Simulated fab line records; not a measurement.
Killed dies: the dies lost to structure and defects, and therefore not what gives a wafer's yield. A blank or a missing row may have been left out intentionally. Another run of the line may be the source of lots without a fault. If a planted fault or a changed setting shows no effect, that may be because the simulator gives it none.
fab line records / flow rit_cmos
record lots=14 wafers=42 last_day=7
route steps=202 shown PSD@144 M1@202
lots that met no fault: taken from a fault-free run of the same line
start_h: the number of hours between the record's first day and the start of the first shown wafer of the lot / wait_h: hours from the lot's prior step to this one / " identical to the entry in the row above / L1.1+2: a single row standing in for several wafers / - value missing, or start not given / * or withheld: withheld / < > ~ a bound
route shown NAME@n: NAME is a module with steps in the file, n the number in the route of the first one / usual: the fault-free wafers' mean and standard deviation / same: alike in all rows / chamber/n: place in a boat / sites: readings site by site / _std_site: how widely they spread, as a standard deviation / _edge_site: outer sites' mean less inner sites' / radius_mm: for every site, how far away it sits from the centre of the wafer / mask NAME#n: copy n / behind: the tool/chamber that last shaped the wafer / hold: why the lot was held/for how many hours/how that ended / device: the transistor (n, p or np) that didn't switch / end of line: the tests these same wafers got at the end of their route / a step given without rows: its recipe and nothing more / killed: the dies lost at the first sort to structure and to defects; this is not the yield of the wafer / map: per-die view of a wafer (x killed, . not killed, _ where there is no die)
set.NAME: setting as actually run; set.NAME@STEP: the setting as run at that earlier step / model.NAME: the simulator's own value behind a step, which no gauge read
the route's steps for a sample of lots (tables are steps, rows are wafers)
## steps
# step RIT_PSD_SOFTBAKE_02
# recipe resist=NOVOLAK temp_c=90 time_s=60
# usual chill_plate_temp_C=23.03/0.11 heater_power_total_W=34.57/0.048 run_length_s=89.12/0.12
lot.wafer=L393.1 tool=litho_track-03 chamber=0 start_h=50.46 wait_h=0.1 chill_plate_temp_C=22.99 heater_power_total_W=34.58 run_length_s=89.06
lot.wafer=L393.3 tool=litho_track-03 chamber=0 start_h=50.46 wait_h=0.1 chill_plate_temp_C=23.10 heater_power_total_W=34.56 run_length_s=89.43
lot.wafer=L393.4 tool=litho_track-03 chamber=0 start_h=50.46 wait_h=0.1 chill_plate_temp_C=23.19 heater_power_total_W=34.58 run_length_s=89.26
lot.wafer=L396.1 tool=litho_track-01 chamber=0 start_h=62.84 wait_h=0.1 chill_plate_temp_C=22.98 heater_power_total_W=34.57 run_length_s=89.12
lot.wafer=L396.2 tool=litho_track-01 chamber=0 start_h=62.84 wait_h=0.1 chill_plate_temp_C=22.97 heater_power_total_W=34.61 run_length_s=89.32
lot.wafer=L396.6 tool=litho_track-01 chamber=0 start_h=62.84 wait_h=0.1 chill_plate_temp_C=22.90 heater_power_total_W=34.62 run_length_s=89.06
lot.wafer=L397.2 tool=litho_track-01 chamber=0 start_h=69.52 wait_h=0.1 chill_plate_temp_C=23.28 heater_power_total_W=34.55 run_length_s=88.98
lot.wafer=L397.4 tool=litho_track-01 chamber=0 start_h=69.52 wait_h=0.1 chill_plate_temp_C=23.07 heater_power_total_W=34.66 run_length_s=89.33
lot.wafer=L397.5 tool=litho_track-01 chamber=0 start_h=69.52 wait_h=0.1 chill_plate_temp_C=23.11 heater_power_total_W=34.54 run_length_s=89.00
lot.wafer=L398.2 tool=litho_track-03 chamber=0 start_h=74.79 wait_h=0.1 chill_plate_temp_C=23.14 heater_power_total_W=34.59 run_length_s=89.15
lot.wafer=L398.3 tool=litho_track-03 chamber=0 start_h=74.79 wait_h=0.1 chill_plate_temp_C=22.96 heater_power_total_W=34.56 run_length_s=89.17
lot.wafer=L398.6 tool=litho_track-03 chamber=0 start_h=74.79 wait_h=0.1 chill_plate_temp_C=22.95 heater_power_total_W=34.60 run_length_s=89.10
lot.wafer=L400.1 tool=litho_track-03 chamber=0 start_h=83.08 wait_h=0.1 chill_plate_temp_C=22.95 heater_power_total_W=34.55 run_length_s=89.02
lot.wafer=L400.3 tool=litho_track-03 chamber=0 start_h=83.08 wait_h=0.1 chill_plate_temp_C=22.76 heater_power_total_W=34.58 run_length_s=89.36
lot.wafer=L400.5 tool=litho_track-03 chamber=0 start_h=83.08 wait_h=0.1 chill_plate_temp_C=22.74 heater_power_total_W=34.58 run_length_s=89.02
lot.wafer=L401.1 tool=litho_track-02 chamber=0 start_h=87.57 wait_h=0.1 chill_plate_temp_C=23.00 heater_power_total_W=34.60 run_length_s=89.06
lot.wafer=L401.2 tool=litho_track-02 chamber=0 start_h=87.57 wait_h=0.1 chill_plate_temp_C=23.10 heater_power_total_W=34.59 run_length_s=89.05
lot.wafer=L401.3 tool=litho_track-02 chamber=0 start_h=87.57 wait_h=0.1 chill_plate_temp_C=22.98 heater_power_total_W=34.49 run_length_s=89.23
lot.wafer=L402.2 tool=litho_track-03 chamber=0 start_h=93.65 wait_h=0.1 chill_plate_temp_C=23.18 heater_power_total_W=34.66 run_length_s=88.97
lot.wafer=L402.3 tool=litho_track-03 chamber=0 start_h=93.65 wait_h=0.1 chill_plate_temp_C=22.94 heater_power_total_W=34.51 run_length_s=89.11
lot.wafer=L402.6 tool=litho_track-03 chamber=0 start_h=93.65 wait_h=0.1 chill_plate_temp_C=22.92 heater_power_total_W=34.52 run_length_s=89.17
lot.wafer=L403.1 tool=litho_track-03 chamber=0 start_h=98.30 wait_h=0.1 chill_plate_temp_C=22.87 heater_power_total_W=34.58 run_length_s=88.99
lot.wafer=L403.3 tool=litho_track-03 chamber=0 start_h=98.30 wait_h=0.1 chill_plate_temp_C=23.16 heater_power_total_W=34.59 run_length_s=88.96
lot.wafer=L403.5 tool=litho_track-03 chamber=0 start_h=98.30 wait_h=0.1 chill_plate_temp_C=23.08 heater_power_total_W=34.64 run_length_s=88.97
lot.wafer=L404.2 tool=litho_track-02 chamber=0 start_h=102.53 wait_h=0.1 chill_plate_temp_C=23.14 heater_power_total_W=34.46 run_length_s=89.17
lot.wafer=L404.3 tool=litho_track-02 chamber=0 start_h=102.53 wait_h=0.1 chill_plate_temp_C=23.15 heater_power_total_W=34.56 run_length_s=89.04
lot.wafer=L404.5 tool=litho_track-02 chamber=0 start_h=102.53 wait_h=0.1 chill_plate_temp_C=23.01 heater_power_total_W=34.55 run_length_s=89.17
lot.wafer=L409.2 tool=litho_track-02 chamber=0 start_h=134.97 wait_h=0.1 chill_plate_temp_C=23.01 heater_power_total_W=35.25 run_length_s=85.01
lot.wafer=L409.3 tool=litho_track-02 chamber=0 start_h=134.97 wait_h=0.1 chill_plate_temp_C=23.00 heater_power_total_W=35.27 run_length_s=84.97
lot.wafer=L409.5 tool=litho_track-02 chamber=0 start_h=134.97 wait_h=0.1 chill_plate_temp_C=23.12 heater_power_total_W=35.29 run_length_s=84.90
lot.wafer=L410.1 tool=litho_track-02 chamber=0 start_h=135.43 wait_h=0.1 chill_plate_temp_C=23.00 heater_power_total_W=35.35 run_length_s=84.91
lot.wafer=L410.3 tool=litho_track-02 chamber=0 start_h=135.43 wait_h=0.1 chill_plate_temp_C=22.93 heater_power_total_W=35.36 run_length_s=84.98
lot.wafer=L410.4 tool=litho_track-02 chamber=0 start_h=135.43 wait_h=0.1 chill_plate_temp_C=22.94 heater_power_total_W=35.44 run_length_s=84.78
lot.wafer=L413.1 tool=litho_track-01 chamber=0 start_h=152.49 wait_h=0.1 chill_plate_temp_C=22.98 heater_power_total_W=34.52 run_length_s=89.03
lot.wafer=L413.2 tool=litho_track-01 chamber=0 start_h=152.49 wait_h=0.1 chill_plate_temp_C=23.14 heater_power_total_W=34.59 run_length_s=89.31
lot.wafer=L413.3 tool=litho_track-01 chamber=0 start_h=152.49 wait_h=0.1 chill_plate_temp_C=22.98 heater_power_total_W=34.60 run_length_s=89.03
lot.wafer=L415.3 tool=litho_track-03 chamber=0 start_h=159.69 wait_h=0.1 chill_plate_temp_C=23.28 heater_power_total_W=34.58 run_length_s=89.26
lot.wafer=L415.5 tool=litho_track-03 chamber=0 start_h=159.69 wait_h=0.1 chill_plate_temp_C=23.35 heater_power_total_W=34.57 run_length_s=89.30
lot.wafer=L415.6 tool=litho_track-03 chamber=0 start_h=159.69 wait_h=0.1 chill_plate_temp_C=23.22 heater_power_total_W=34.55 run_length_s=89.15
lot.wafer=L416.1 tool=litho_track-03 chamber=0 start_h=163.89 wait_h=0.1 chill_plate_temp_C=22.98 heater_power_total_W=34.57 run_length_s=89.29
lot.wafer=L416.5 tool=litho_track-03 chamber=0 start_h=163.89 wait_h=0.1 chill_plate_temp_C=22.93 heater_power_total_W=34.60 run_length_s=88.97
lot.wafer=L416.6 tool=litho_track-03 chamber=0 start_h=163.89 wait_h=0.1 chill_plate_temp_C=23.01 heater_power_total_W=34.55 run_length_s=88.96
# step RIT_M1_PROBE_99
# usual killed_at_M0_to_M3=0.0/0.16 killed_at_contacts=0.1/0.24 killed_at_front_end=6.7/2.9 killed_dies=6.8/2.9 killed_open=3.5/1.8 killed_short=3.3/2.1
# same gross_dies=264 killed_at_M4_up=0 killed_at_back_side=0 killed_at_other=0
lot.wafer=L403.1 tool=prober-02 chamber=- start_h=108.95 wait_h=0.1 killed_at_M0_to_M3=0 killed_at_contacts=0 killed_at_front_end=2 killed_dies=2 killed_open=0 killed_short=2
lot.wafer=L403.3 tool=prober-02 chamber=- start_h=109.05 wait_h=0.2 killed_at_M0_to_M3=0 killed_at_contacts=0 killed_at_front_end=8 killed_dies=8 killed_open=4 killed_short=4
lot.wafer=L403.5 tool=prober-02 chamber=- start_h=109.15 wait_h=0.2 killed_at_M0_to_M3=0 killed_at_contacts=0 killed_at_front_end=8 killed_dies=8 killed_open=6 killed_short=2
# killed by level:class
L403.1 REOX:geometric_particle:short=2
L403.3 FOX1:geometric_particle:short=2 GATE:geometric_particle:open=2 SPACER:geometric_particle:short=2 FOX1:geometric_particle:open=1 SPACER:geometric_particle:open=1
L403.5 GATE:geometric_particle:open=3 FOX1:geometric_particle:short=1 FOX1:geometric_particle:open=1 FOX2:geometric_particle:open=1 REOX:geometric_particle:short=1 SPACER:geometric_particle:open=1
## key
first_sign step=RIT_PSD_SOFTBAKE_02 reading=run_length_s direction=down sigmas=35 usual=* struck=*
effect step=RIT_PSD_SOFTBAKE_02 reading=heater_power_total_W direction=up sigmas=16 usual=34.57 struck=35.33
met_at RIT_PSD_SOFTBAKE_02
struck_lots L409,L410
tester_left_out L409,L410
onset_between 102.53 134.97
fault kind=process_parameter_drift tool=litho_track-02 chamber=- onset_h=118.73 steps=RIT_PSD_SOFTBAKE_02 channel=time_s offset=* shape=step end_h=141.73 acts_in=* stated=*
# tester_left_out: of these lots the tester's yield and bins aren't shown, on N5 and GAA mostly nor the transistor test; their killed dies are dies lost to structure and defects alone, not to doping, threshold or leakage, so they don't give the yield
